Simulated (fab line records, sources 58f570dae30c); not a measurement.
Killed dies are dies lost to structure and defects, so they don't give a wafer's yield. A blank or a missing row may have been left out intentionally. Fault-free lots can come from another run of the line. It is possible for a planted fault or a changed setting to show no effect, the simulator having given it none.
Lot-split experiment -- flow berkeley_cmos170 -- on a route of 331 steps: 5 lots, 23 wafers read

THE SPLIT ITSELF
At UCB170_PFIELD_IMPLANT_07, the setting dose_cm2 was moved away from the recipe's 2e+13 on 8 of the 23 wafers read, by +3.8% to +7.1%. All remaining wafers had this setting at the recipe value.

FROM THE SPLIT ON TO THE READING: in between, the file shows 1 step
- UCB170_PFIELD_STRIP_08: strips in O2

THE READING
PFIELD_TW, at UCB170_PFIELD_TW_MEAS_09. A value of 603.4 with a standard deviation of 2.7 is what fault-free wafers of this fab line usually give.

wafer,"tool, chamber at the split",dose_cm2 as run,against the recipe,PFIELD_TW,against lot-mates on the recipe
L074.1,"implanter-04, 0",2e+13,recipe,610.5,-
L074.3,"implanter-04, 0",2e+13,recipe,608.0,-
L074.4,"implanter-04, 0",2e+13,recipe,606.1,-
L074.5,"implanter-04, 0",2e+13,recipe,609.5,-
L074.6,"implanter-04, 0",2e+13,recipe,608.6,-
L075.1,"implanter-01, 0",2e+13,recipe,600.5,-
L075.3,"implanter-01, 0",2.076e+13,+3.8%,609.3,+8.9
L075.4,"implanter-01, 0",2e+13,recipe,602.8,-
L075.5,"implanter-01, 0",2e+13,recipe,597.9,-
L075.6,"implanter-01, 0",2.076e+13,+3.8%,607.3,+6.9
L076.2,"implanter-04, 0",2.142e+13,+7.1%,617.9,+14.1
L076.3,"implanter-04, 0",2e+13,recipe,603.8,-
L076.4,"implanter-04, 0",2e+13,recipe,603.9,-
L076.5,"implanter-04, 0",2.142e+13,+7.1%,618.3,+14.5
L076.6,"implanter-04, 0",2.142e+13,+7.1%,615.7,+11.9
L081.2,"implanter-01, 0",2e+13,recipe,603.1,-
L081.3,"implanter-01, 0",2e+13,recipe,602.5,-
L081.4,"implanter-01, 0",2e+13,recipe,599.8,-
L085.1,"implanter-04, 0",2e+13,recipe,604.4,-
L085.2,"implanter-04, 0",2.136e+13,+6.8%,614.5,+11.0
L085.3,"implanter-04, 0",2.136e+13,+6.8%,613.3,+9.8
L085.4,"implanter-04, 0",2e+13,recipe,602.6,-
L085.6,"implanter-04, 0",2.136e+13,+6.8%,613.2,+9.7

FIT RESULTS
A straight line over all 23 wafers: PFIELD_TW changes by +1.59 for each +1% of dose_cm2; r = +0.84; the points scatter about the line by 3.2.
The same after taking each lot's own level away (the mean of its wafers on the recipe; 23 wafers): +1.73 for each +1%; r = +0.96; scatter 1.6.
Per that fit: largest dose_cm2 move, reading shift of 12.
Measured against the standard deviation above, the lots' own levels, which go from 600.40 to 608.54, span 3.0 times it.
The two slopes agree, so the slope changes little with the lot-to-lot level.
Check: with one of the wafers moved furthest among these (+7.1%) left out of the fit, the line predicts +12 for it against its lot-mates. It came out at +14.1 against them.

FURTHER SPLITS ON THESE WAFERS
Note: prior to the reading, these wafers also went through further splits. Each is held against what the fit with the lots' levels taken away leaves over:
other split on the same wafers,wafers away from the commonest value,r with PFIELD_TW (lot level and that fit taken away)
UCB170_NWELL_IMPLANT_14 energy_kev,7,+0.18
UCB170_PWELL_OXIDATION_02 ox_time_s,18,+0.33
UCB170_PWELL_COAT_08 spin_rpm,11,-0.26
UCB170_WELLDRIVE_OXIDATION_01 temp_c,15,-0.34
UCB170_ACTIVE_CVD_05 pressure_mtorr,15,+0.28

THE FILE'S OWN FIT
PFIELD_TW changes by +1.75 for each +1% of dose_cm2, r = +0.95.
